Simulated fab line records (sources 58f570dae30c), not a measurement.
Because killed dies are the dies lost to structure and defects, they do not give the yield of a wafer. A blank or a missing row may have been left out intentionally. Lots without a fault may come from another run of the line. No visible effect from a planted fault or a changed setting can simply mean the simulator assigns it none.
Lot-split experiment -- flow berkeley_cmos170 -- 23 wafers read from 5 lots, route of 331 steps

== ON THE SPLIT ==
At UCB170_M2_SPUTTER_01 (material Al, target thk 900 nm, time 120 s), the setting power_w was moved away from the recipe's 6000 W on 12 of the 23 wafers read, by -10.9% to +7.3%. All remaining wafers had this setting at the recipe value.

== BETWEEN THE SPLIT AND THE READING: the file shows 1 step in between ==
- UCB170_M2_RS_MEAS_02: measures by four-point-probe

== THE READING ==
M2_AL_THK, in nm, at UCB170_M2_THK_MEAS_03 (measures by xrf). On this fab line, fault-free wafers typically give 872 nm with a standard deviation of 12 nm.

wafer,"tool, chamber at the split","power_w as run, W",against the recipe,"M2_AL_THK, nm",against lot-mates on the recipe
L074.1,"pvd_sputter-01, -",5622,-6.3%,816,-58
L074.2,"pvd_sputter-01, -",5622,-6.3%,817,-56
L074.3,"pvd_sputter-01, -",5622,-6.3%,810,-64
L074.4,"pvd_sputter-01, -",6000,recipe,869,-
L074.6,"pvd_sputter-01, -",6000,recipe,878,-
L075.4,"pvd_sputter-01, -",6000,recipe,884,-
L075.5,"pvd_sputter-01, -",6000,recipe,890,-
L075.6,"pvd_sputter-01, -",6000,recipe,886,-
L076.1,"pvd_sputter-03, -",5432,-9.5%,784,-76
L076.2,"pvd_sputter-03, -",5432,-9.5%,775,-84
L076.3,"pvd_sputter-03, -",6000,recipe,851,-
L076.5,"pvd_sputter-03, -",6000,recipe,868,-
L076.6,"pvd_sputter-03, -",5432,-9.5%,772,-88
L085.1,"pvd_sputter-01, -",6000,recipe,877,-
L085.2,"pvd_sputter-01, -",5346,-10.9%,786,-94
L085.3,"pvd_sputter-01, -",5346,-10.9%,783,-96
L085.4,"pvd_sputter-01, -",6000,recipe,882,-
L085.6,"pvd_sputter-01, -",5346,-10.9%,785,-94
L083.1,"pvd_sputter-03, -",6441,+7.3%,949,+72
L083.3,"pvd_sputter-03, -",6441,+7.3%,936,+58
L083.4,"pvd_sputter-03, -",6000,recipe,879,-
L083.5,"pvd_sputter-03, -",6441,+7.3%,936,+58
L083.6,"pvd_sputter-03, -",6000,recipe,876,-

FIT RESULTS
A straight line over all 23 wafers: M2_AL_THK changes by +9.17 nm for each +1% of power_w; r = +0.98; the points scatter about the line by 10 nm.
The same after taking each lot's own level away (the mean of its wafers on the recipe; 23 wafers): +8.73 nm for each +1%; r = +1.00; scatter 4.8 nm.
The reading moves by 95 nm for the largest change in power_w, on that fit.
Measured against the standard deviation above, the lots' own levels, which go from 859.5 to 886.7 nm, span 2.3 times it.
The two slopes are in agreement: the lot-to-lot level therefore moves the slope only a little.
Check: with one of the wafers moved furthest among these (-10.9%) left out of the fit, the line predicts -96.1 nm for it against its lot-mates. Against them it came out at -93.5 nm.

== ADDITIONAL SPLITS CARRIED BY THESE WAFERS ==
Before the reading, these wafers also passed through other splits. Each is held against what the fit with the lots' levels taken away leaves over:
other split on the same wafers,wafers away from the commonest value,r with M2_AL_THK (lot level and that fit taken away)
UCB170_PSD_PEB_04 peb_temp_c,8,-0.20
UCB170_CONTACT_CVD_01 temp_c,15,+0.13
UCB170_V1_CVD_00 time_s,5,+0.23

== THE WHOLE CHAIN: every reading that the file lists as answering this split, in the file's order ==
step,what it does,reading,change (the file's fit),r (the file's)
UCB170_M2_SPUTTER_01,"material Al, target thk 900 nm, time 120 s","Al_of_M2_SPUTTER_01.thk_nm (the simulator's own value, which no gauge read)",+8.8 nm for each +1% of the setting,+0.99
UCB170_M2_RS_MEAS_02,measures by four-point-probe,M2_AL_RS,-0.000345 for each +1% of the setting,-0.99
UCB170_M2_THK_MEAS_03,measures by xrf,M2_AL_THK,+8.78 for each +1% of the setting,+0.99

== THE FILE'S OWN FIT ==
M2_AL_THK changes by +8.78 nm for each +1% of power_w, r = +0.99.
